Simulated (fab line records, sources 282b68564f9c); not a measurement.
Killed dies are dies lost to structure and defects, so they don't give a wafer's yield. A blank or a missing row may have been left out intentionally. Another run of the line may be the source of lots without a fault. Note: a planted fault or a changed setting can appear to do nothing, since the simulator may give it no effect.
Struck lot and sound lot, side by side | flow rit_cmos | 26 out of 202 route steps
Sound: wafers L854.2, L854.3, L854.6. Struck: wafers L857.2, L857.4, L857.6. At the end, the cause is stated.
Per side, at each step with rows, come the tool, then ch with its chambers, and then its first start. Under that, the readings that differ: sound wafers | struck wafers | difference of the means | sigmas: that difference in standard deviations of wafers without a fault.
alike: readings with means less than 2 such deviations apart, plus words and numbers identical on both sides. not compared: withheld readings, readings lacking a value on some wafer, bounds such as >300 that could conceal the same value, and numbers that have no deviation in the record and whose values overlap.
Wherever a step has rows on one side only, a row that says differs or no value, or a row with sigmas, the two part there. Numbers that don't overlap but have no deviation are shown without sigmas and don't part them. Lack of a reading on every wafer of one side parts them only where that side has two or more wafers.

first, 2 steps without rows for these wafers: RIT_FOX2_CLEAN_02 (cleans in dHF, time 180 s); RIT_FOX2_WET_ETCH_03 (etches Si3N4 in H3PO4, target depth 195 nm, time 2700 s).
RIT_FOX2_THK_MEAS_90:
  struck on film_metro-03, day 3 06:16; sound on film_metro-03, day 2 17:22
  alike: FIELD_OXIDE_LEFT_1_THK
then, 6 steps without rows for these wafers: RIT_NWELL_HMDS_00 (prime time 60 s); RIT_NWELL_COAT_01 (resist thk 1300 nm); RIT_NWELL_SOFTBAKE_02 (time 60 s); RIT_NWELL_EXPOSE_03 (exposes mask M2, target cd 43900 nm); RIT_NWELL_PEB_04; RIT_NWELL_DEVELOP_05 (develop time 68 s).
RIT_NWELL_OVL_MEAS_06:
  struck on overlay-01, day 3 07:13; sound on overlay-02, day 2 18:43
  alike: NWELL_OVL
then, 2 steps without rows for these wafers: RIT_NWELL_HARDBAKE_07 (time 120 s); RIT_NWELL_IMPLANT_08.
RIT_NWELL_STRIP_09: strips in O2, time 180 s.
  sound on plasma_asher-04 ch 0,1, day 2 19:08; struck on plasma_asher-04 ch 1, day 3 07:38
  no value came back on the struck wafers for chamber_pressure_mTorr (mTorr), drypump_motor_current_A (A), o2_flow_sccm (sccm); on the sound wafers chamber_pressure_mTorr (mTorr) reads 4002 3995 4007
  reading                                    | sound | struck         | difference | sigmas
  model.NOVOLAK_of_NWELL_COAT_01.thk_nm (nm) | 0 0 0 | 1136 1141 1139 | +1139      |
  not compared: rf_hours_counter_h
RIT_NWELL_TW_MEAS_10:
  struck on film_metro-02, day 3 07:49; sound on film_metro-03, day 2 19:20
  alike: NWELL_TW
then, 6 steps without rows for these wafers: RIT_PWELL_HMDS_00 (prime time 60 s); RIT_PWELL_COAT_01 (resist thk 1300 nm); RIT_PWELL_SOFTBAKE_02 (time 60 s); RIT_PWELL_EXPOSE_03 (exposes mask M3, target cd 43700 nm); RIT_PWELL_PEB_04; RIT_PWELL_DEVELOP_05 (develop time 68 s).
RIT_PWELL_OVL_MEAS_06:
  struck on overlay-01, day 3 08:46; sound on overlay-01, day 2 20:16
  alike: PWELL_OVL
then, 2 steps without rows for these wafers: RIT_PWELL_HARDBAKE_07 (time 120 s); RIT_PWELL_IMPLANT_08.
RIT_PWELL_STRIP_09: strips in O2, time 180 s.
  sound on plasma_asher-04 ch 0, day 2 20:41; struck on plasma_asher-04 ch 0,1, day 3 09:11
  alike: chamber_pressure_mTorr, drypump_motor_current_A, o2_flow_sccm
  not compared: rf_hours_counter_h
RIT_PWELL_TW_MEAS_10:
  struck on film_metro-02, day 3 09:22; sound on film_metro-02, day 2 20:53
  reading  | sound       | struck   | difference | sigmas
  PWELL_TW | 949 952 957 | 30 30 30 | -923       | -99 or more
then, 1 step without rows for these wafers: RIT_WELLDRIVE_ANNEAL_00 (time 14700 s).

== WHERE THEY PART ==
Last at RIT_PWELL_TW_MEAS_10 as far as this record goes, first at RIT_NWELL_STRIP_09.

WHY: what had been put in by the simulator
Whole step skipped at RIT_NWELL_STRIP_09 on plasma_asher-04, starting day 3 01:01. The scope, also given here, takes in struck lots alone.
